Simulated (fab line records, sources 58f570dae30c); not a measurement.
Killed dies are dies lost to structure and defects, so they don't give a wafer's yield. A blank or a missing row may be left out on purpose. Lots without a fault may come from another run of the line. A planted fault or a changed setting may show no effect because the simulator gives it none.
Problem report in the 8D (eight disciplines) form, filled by code | flow berkeley_cmos170 | the parts of the form that need people (team, actions taken, sign-off) are left out

1. THE PROBLEM
spin_speed_rpm at UCB170_M2_COAT_05 reads a mean of 1637.6 rpm on 9 wafers of 3 lots; wafers without a fault read 1500.1 rpm with a standard deviation of 0.98. That is +99 or more standard deviations from the usual mean.
The step: resist thk 900 nm.
First seen on wafer L361.1, day 11 11:18, on litho_track-04. The record holds 45 wafers of 15 lots with a number at this step. Rule for "out", or "out of limits": more than 4 standard deviations from the usual mean. The other wafers with a number count as sound.

2. WHAT IT IS AND WHAT IT IS NOT
question                    | is                     | is not
which readings at this step | spin_speed_rpm         | resist_line_temp_C
which lots                  | L361, L364, L365       | L347, L348, L349, L351, L352, L354, L355, L357, L360, L362, L363, L370
which wafers of those lots  | all that have a number | -
read on which tools         | litho_track-04         | litho_track-02, litho_track-03
when                        | from day 11 11:18      | up to then (27 sound wafers); but 9 sound wafers of L362, L363, L370 came after

3. SUSPECTS, AND WHAT RULES EACH OUT
Counting: a tool at a process step up to the reading stays a suspect if it ran every lot that is out and no sound lot after the first of them.
- litho_track-04 at UCB170_M2_COAT_05 (resist thk 900 nm): kept. It ran every lot that is out, first L361 (day 11 11:18), and no sound lot after that; its last sound lot up to then is L360 (day 11 09:08). Its own readings are out on those wafers: spin_speed_rpm.
Left after counting: litho_track-04 at UCB170_M2_COAT_05.

4. THE CAUSE (what the simulator had put in)
Process parameter drift: litho_track-04, from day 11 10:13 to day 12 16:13, at UCB170_M2_COAT_05. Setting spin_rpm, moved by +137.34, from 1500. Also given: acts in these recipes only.
Counting left only this tool.

5. THE CHAIN OF EFFECTS, in route order
Each row: a reading whose mean over the struck wafers that have a number lies more than 3 standard deviations from the usual. Only readings for which the record gives a usual standard deviation are gone through. hours: the time from each lot's start at the first step in this table that gives one to its start at this step, as a median over the lots. sigmas: the change in usual standard deviations.
hours | step               | reading                  | usual      | on struck wafers | change | sigmas
0     | UCB170_M2_COAT_05  | spin_speed_rpm           | 1500.1 rpm | 1637.6           | +137.5 | +99 or more
0     | UCB170_M2_STRIP_07 | strip_time_to_endpoint_s | 21.97 s    | 21.06            | -0.91  | -16
The process steps in it:
- UCB170_M2_COAT_05: resist thk 900 nm.
- UCB170_M2_STRIP_07: strips in O2.

6. WHAT WOULD HAVE CAUGHT IT SOONER
In this record the first reading out of limits was taken at day 11 11:18, 1 hour after the fault began at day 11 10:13.
